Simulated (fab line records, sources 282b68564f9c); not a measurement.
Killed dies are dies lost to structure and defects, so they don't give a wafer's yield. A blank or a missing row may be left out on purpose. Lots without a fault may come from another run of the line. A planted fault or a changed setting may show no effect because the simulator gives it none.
A struck lot beside a sound one | flow rit_cmos | 32 steps out of a route of 202
Sound: wafers L639.1, L639.3, L639.6. Struck: wafers L647.4, L647.5, L647.6. The cause comes at the end.
At each step with rows: each side's tool, then ch and its chambers, then its first start. Under that, the readings that differ: sound wafers | struck wafers | difference of the means | sigmas: that difference in standard deviations of wafers without a fault.
alike: readings whose means differ by less than 2 such deviations, and words and numbers that are the same on both sides. not compared: withheld readings, readings that some wafer has no value for, bounds like >300 that may hide the same value, and numbers for which the record gives no deviation and whose values overlap.
The two part at a step that has a row with sigmas, a row that says differs or no value, or rows on one side only. Numbers that don't overlap but have no deviation are shown without sigmas and don't part them. A reading that every wafer of one side lacks parts them only if that side has two wafers or more.

first, 5 steps without rows for these wafers: RIT_CONTACT_COAT_03 (resist thk 1000 nm); RIT_CONTACT_SOFTBAKE_04 (time 60 s); RIT_CONTACT_EXPOSE_05 (exposes mask M11, target cd 1000 nm); RIT_CONTACT_PEB_06; RIT_CONTACT_DEVELOP_07 (develop time 120 s).
RIT_CONTACT_CD_MEAS_08: target cd 1000 nm.
  sound on cd_sem-02, day 5 15:07; struck on cd_sem-02, day 7 12:15
  alike: cd_nm
RIT_CONTACT_OVL_MEAS_09:
  sound on overlay-01, day 5 15:14; struck on overlay-01, day 7 12:20
  alike: CONTACT_OVL
then, 1 step without rows for these wafers: RIT_CONTACT_HARDBAKE_10 (time 60 s).
RIT_CONTACT_ETCH_11: etches SiO2 in CHF3/CF4/Ar, stops on TiSi2, target depth 480 nm, time 320 s.
  sound on rie_diel-01 ch 1,3, day 5 15:25; struck on rie_diel-02 ch 1,2,3, day 7 12:30
  alike: drypump_motor_current_A, oes_product_au, throttle_valve_pct
  not compared: rf_hours_counter_h
RIT_CONTACT_STRIP_12: strips in O2, time 180 s.
  sound on plasma_asher-01 ch 0,1, day 5 15:37; struck on plasma_asher-02 ch 0,1, day 7 12:45
  alike: drypump_motor_current_A
  not compared: rf_hours_counter_h
RIT_CONTACT_CD_MEAS_90: target cd 1000 nm.
  sound on cd_sem-02, day 5 15:47; struck on cd_sem-01, day 7 12:55
  alike: cd_nm
then, 1 step without rows for these wafers: RIT_CONTACT_CLEAN_13 (cleans in SC1, time 600 s).
RIT_CONTACT_CLEAN_14: cleans in SC2, time 600 s.
  sound on wet_bench-03 ch 0, day 5 16:05; struck on wet_bench-03 ch 2, day 7 13:10
  alike: bath_heat_duty_pct
RIT_M1_SPUTTER_00: material Al, target thk 400 nm, time 500 s.
  sound on pvd_sputter-03, day 5 16:16; struck on pvd_sputter-03, day 7 13:20
  alike: throttle_valve_pct
RIT_M1_RS_MEAS_01: measures by four-point-probe.
  sound on film_metro-01, day 5 16:34; struck on film_metro-04, day 7 13:41
  alike: M1_AL_RS
RIT_M1_THK_MEAS_02: measures by xrf.
  sound on film_metro-01, day 5 16:41; struck on film_metro-04, day 7 13:47
  alike: M1_AL_THK
then, 6 steps without rows for these wafers: RIT_M1_HMDS_03 (prime time 60 s); RIT_M1_COAT_04 (resist thk 1322 nm); RIT_M1_SOFTBAKE_05 (time 60 s); RIT_M1_EXPOSE_06 (exposes mask M12, target cd 2600 nm); RIT_M1_PEB_07; RIT_M1_DEVELOP_08 (develop time 68 s).
RIT_M1_CD_MEAS_09: target cd 2600 nm.
  sound on cd_sem-02, day 5 17:44; struck on cd_sem-02, day 7 14:45
  alike: cd_nm
RIT_M1_OVL_MEAS_10:
  sound on overlay-01, day 5 17:52; struck on overlay-02, day 7 14:50
  alike: M1_OVL
then, 1 step without rows for these wafers: RIT_M1_HARDBAKE_11 (time 120 s).
RIT_M1_METAL_ETCH_12: etches Al in Cl2/BCl3, stops on SiO2, time 165 s, target depth 600 nm.
  sound on rie_metal-03 ch 0,1, day 5 18:09; struck on rie_metal-03 ch 0,1, day 7 15:13
  alike: drypump_motor_current_A, oes_product_au, throttle_valve_pct
  not compared: rf_hours_counter_h
then, 1 step without rows for these wafers: RIT_M1_STRIP_13 (strips in nmp, time 600 s).
RIT_M1_STRIP_14: strips in O2, time 180 s.
  sound on plasma_asher-04 ch 0,1, day 5 18:29; struck on plasma_asher-03 ch 0,1, day 7 15:34
  alike: drypump_motor_current_A
  not compared: rf_hours_counter_h
RIT_M1_CD_MEAS_90: target cd 2600 nm.
  sound on cd_sem-01, day 5 18:40; struck on cd_sem-02, day 7 15:44
  alike: cd_nm
then, 1 step without rows for these wafers: RIT_M1_ANNEAL_15 (time 1800 s).
RIT_M1_BOW_MEAS_16:
  sound on film_metro-01, day 5 23:59; struck on film_metro-02, day 7 17:22
  alike: M1_BOW
RIT_M1_PROBE_99:
  sound on prober-02, day 6 00:06; struck on prober-01, day 7 17:34
  reading            | sound  | struck                                                                        | difference                   | sigmas
  hold               | - - -  | await_dispo/11.3h/release await_dispo/11.3h/release await_dispo/11.3h/release | no value on the sound wafers |
  killed_at_M0_to_M3 | 0 0 0  | 0 1 0                                                                         | +0                           | +2
  killed_at_contacts | 0 0 0  | 31 34 31                                                                      | +32                          | +99 or more
  killed_dies        | 8 8 11 | 37 40 36                                                                      | +29                          | +10
  killed_on_rim      | 2 1 5  | 8 12 9                                                                        | +7                           | +5
  alike: killed_at_front_end, killed_open, killed_short

WHERE THEY PART
Only at RIT_M1_PROBE_99, within this record.

WHY: what the simulator had put in
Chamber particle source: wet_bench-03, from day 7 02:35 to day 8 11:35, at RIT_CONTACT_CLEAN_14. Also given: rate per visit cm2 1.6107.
